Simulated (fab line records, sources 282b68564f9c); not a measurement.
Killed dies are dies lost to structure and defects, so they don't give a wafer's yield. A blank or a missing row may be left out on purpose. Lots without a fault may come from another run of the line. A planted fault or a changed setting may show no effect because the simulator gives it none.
Problem report in the 8D (eight disciplines) form, filled by code | flow rit_cmos | the parts of the form that need people (team, actions taken, sign-off) are left out

1. THE PROBLEM
run_length_s at RIT_SDANNEAL_CLEAN_01 reads a mean of 182.4 s on 3 wafers of 1 lot; wafers without a fault read 58.1 s with a standard deviation of 2.7. That is +46 standard deviations from the usual mean.
The step: cleans in dHF, time 30 s.
First seen on wafer L348.3, day 7 04:13, on wet_bench-03. The record holds 39 wafers of 13 lots with a number at this step. Rule for "out", or "out of limits": more than 4 standard deviations from the usual mean. The other wafers with a number count as sound.

2. WHAT IT IS AND WHAT IT IS NOT
question                    | is                     | is not
which readings at this step | run_length_s           | -
which lots                  | L348                   | L329, L330, L332, L336, L337, L338, L339, L342, L346, L349, L350, L351
which wafers of those lots  | all that have a number | -
read on which tools         | wet_bench-03           | wet_bench-02, wet_bench-04
when                        | from day 7 04:13       | up to then (27 sound wafers); but 9 sound wafers of L349, L350, L351 came after

3. SUSPECTS, AND WHAT RULES EACH OUT
Counting: a tool at a process step up to the reading stays a suspect if it ran every lot that is out and no sound lot after the first of them.
- litho_track-02 at RIT_PWELL_SOFTBAKE_02 (time 61.31 s): ruled out as a lasting fault. Sound lots L349, L350 ran on it after its first lot that is out, L348 (day 5 22:01).
- wet_bench-03 at RIT_SDANNEAL_CLEAN_01 (cleans in dHF, time 30 s): ruled out as a lasting fault. Sound lots L351 ran on it after its first lot that is out, L348 (day 7 04:13).
Left after counting: nothing in the record.

4. THE CAUSE (what the simulator had put in)
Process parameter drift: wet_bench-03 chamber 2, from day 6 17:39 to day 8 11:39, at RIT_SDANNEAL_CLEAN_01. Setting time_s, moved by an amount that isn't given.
Counting ruled it out, wrongly.

5. THE CHAIN OF EFFECTS, in route order
Each row: a reading whose mean over the struck wafers that have a number lies more than 3 standard deviations from the usual. Only readings for which the record gives a usual standard deviation are gone through. hours: the time from each lot's start at the first step in this table that gives one to its start at this step, as a median over the lots. sigmas: the change in usual standard deviations.
hours | step                  | reading      | usual  | on struck wafers | change | sigmas
0     | RIT_SDANNEAL_CLEAN_01 | run_length_s | 58.1 s | 182.4            | +124.3 | +46
The process steps in it:
- RIT_SDANNEAL_CLEAN_01: cleans in dHF, time 30 s.
Later measuring or inspecting steps at which every struck wafer that the step has a row for has a number for every such reading, and none has moved that far: RIT_M1_RS_MEAS_01.

6. WHAT WOULD HAVE CAUGHT IT SOONER
In this record the first reading out of limits was taken at day 7 04:13, 11 hours after the fault began at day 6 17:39.
